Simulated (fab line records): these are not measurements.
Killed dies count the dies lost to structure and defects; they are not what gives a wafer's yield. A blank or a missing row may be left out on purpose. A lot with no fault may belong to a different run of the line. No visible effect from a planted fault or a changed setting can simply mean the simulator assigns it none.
Split-lot study | flow rit-cmos | on a route of 202 steps: 5 lots, 23 wafers read

== THE SPLIT ITSELF ==
At RIT_ACTIVE_DEVELOP_10 (develop time 50 s), the setting develop-time-s was moved away from the recipe's 50 s on 10 of the 23 wafers read, by -14.4% to +14.5%. For the rest of the wafers, this setting stayed at what the recipe calls for.

== FROM THE SPLIT TO THE READING: what the file shows between them, 4 steps ==
- RIT_ACTIVE_CD_MEAS_11: target cd 1400 nm
- RIT_ACTIVE_HARDBAKE_12: time 60 s
- RIT_ACTIVE_ETCH_13: etches Si3N4 in SF6, stops on SiO2, time 210 s, target depth 210 nm
- RIT_ACTIVE_STRIP_14: strips in O2, time 180 s (also split here: pressure-mtorr)

== THE READING ==
cd-nm (nm) at RIT_ACTIVE_CD_MEAS_90, where the cd target is 1400 nm. On this fab line, fault-free wafers typically give 1400.5 nm with a standard deviation of 2.6 nm.

wafer  | tool, chamber at the split | develop-time-s as run, s | against the recipe | cd-nm, nm | against lot-mates on the recipe
L074.2 | litho-track-02, 0          | 50                       | recipe             | 1399.8    | -
L074.4 | litho-track-02, 0          | 50                       | recipe             | 1398.2    | -
L074.6 | litho-track-02, 0          | 50                       | recipe             | 1401.3    | -
L078.2 | litho-track-02, 0          | 50                       | recipe             | 1401.5    | -
L078.3 | litho-track-02, 0          | 54.56                    | +9.1%              | 1388.5    | -11.0
L078.4 | litho-track-02, 0          | 54.56                    | +9.1%              | 1392.6    | -7.0
L078.5 | litho-track-02, 0          | 50                       | recipe             | 1397.6    | -
L078.6 | litho-track-02, 0          | 54.56                    | +9.1%              | 1389.3    | -10.2
L079.1 | litho-track-03, 0          | 57.24                    | +14.5%             | 1381.6    | -15.3
L079.2 | litho-track-03, 0          | 50                       | recipe             | 1398.0    | -
L079.3 | litho-track-03, 0          | 50                       | recipe             | 1399.9    | -
L079.4 | litho-track-03, 0          | 57.24                    | +14.5%             | 1381.5    | -15.4
L079.5 | litho-track-03, 0          | 50                       | recipe             | 1392.8    | -
L080.1 | litho-track-03, 0          | 42.78                    | -14.4%             | 1408.1    | +10.4
L080.2 | litho-track-03, 0          | 42.78                    | -14.4%             | 1414.8    | +17.1
L080.3 | litho-track-03, 0          | 50                       | recipe             | 1397.3    | -
L080.5 | litho-track-03, 0          | 50                       | recipe             | 1395.2    | -
L080.6 | litho-track-03, 0          | 50                       | recipe             | 1400.5    | -
L081.2 | litho-track-02, 0          | 50                       | recipe             | 1400.4    | -
L081.3 | litho-track-02, 0          | 54.34                    | +8.7%              | 1393.2    | -6.8
L081.4 | litho-track-02, 0          | 54.34                    | +8.7%              | 1390.9    | -9.0
L081.5 | litho-track-02, 0          | 50                       | recipe             | 1399.5    | -
L081.6 | litho-track-02, 0          | 54.34                    | +8.7%              | 1391.9    | -8.0

FIT RESULTS
A straight line over all 23 wafers: cd-nm changes by -0.964 nm for each +1% of develop-time-s; r = -0.94; the points scatter about the line by 2.6 nm.
The same after taking each lot's own level away (the mean of its wafers on the recipe; 23 wafers): -0.993 nm for each +1%; r = -0.96; scatter 2.1 nm.
Per that fit: largest develop-time-s move, reading shift of 14 nm.
Across the lots, their own levels run from 1396.90 to 1399.95 nm, a range of 1.2 times the standard deviation given above.
The two slopes agree, so the slope changes little with the lot-to-lot level.
Check: with one of the wafers moved furthest among these (+14.5%) left out of the fit, the line predicts -14.3 nm for it against its lot-mates. It came out at -15.3 nm against them.

== OTHER SPLITS APPLIED TO THESE WAFERS ==
These wafers also went through other splits before the reading. Each is held against what the fit with the lots' levels taken away leaves over:
other split on the same wafers     | wafers away from the commonest value | r with cd-nm (lot level and that fit taken away)
RIT_ACTIVE_COAT_06 resist-thk-nm   | 7                                    | +0.67
RIT_ACTIVE_STRIP_14 pressure-mtorr | 15                                   | -0.11

== THE WHOLE CHAIN: every reading that the file lists as answering this split, in the file's order ==
step                  | what it does                                                        | reading                                                       | change (the file's fit)               | r (the file's)
RIT_ACTIVE_CD_MEAS_11 | target cd 1400 nm                                                   | cd-nm                                                         | -1.02 nm for each +1% of the setting  | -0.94
RIT_ACTIVE_ETCH_13    | etches Si3N4 in SF6, stops on SiO2, time 210 s, target depth 210 nm | ACTIVE.cd-nm (the simulator's own value, which no gauge read) | -1.02 nm for each +1% of the setting  | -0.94
RIT_ACTIVE_CD_MEAS_90 | target cd 1400 nm                                                   | cd-nm                                                         | -0.999 nm for each +1% of the setting | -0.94

== FILE'S OWN FIT ==
cd-nm changes by -0.999 nm for each +1% of develop-time-s, r = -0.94.
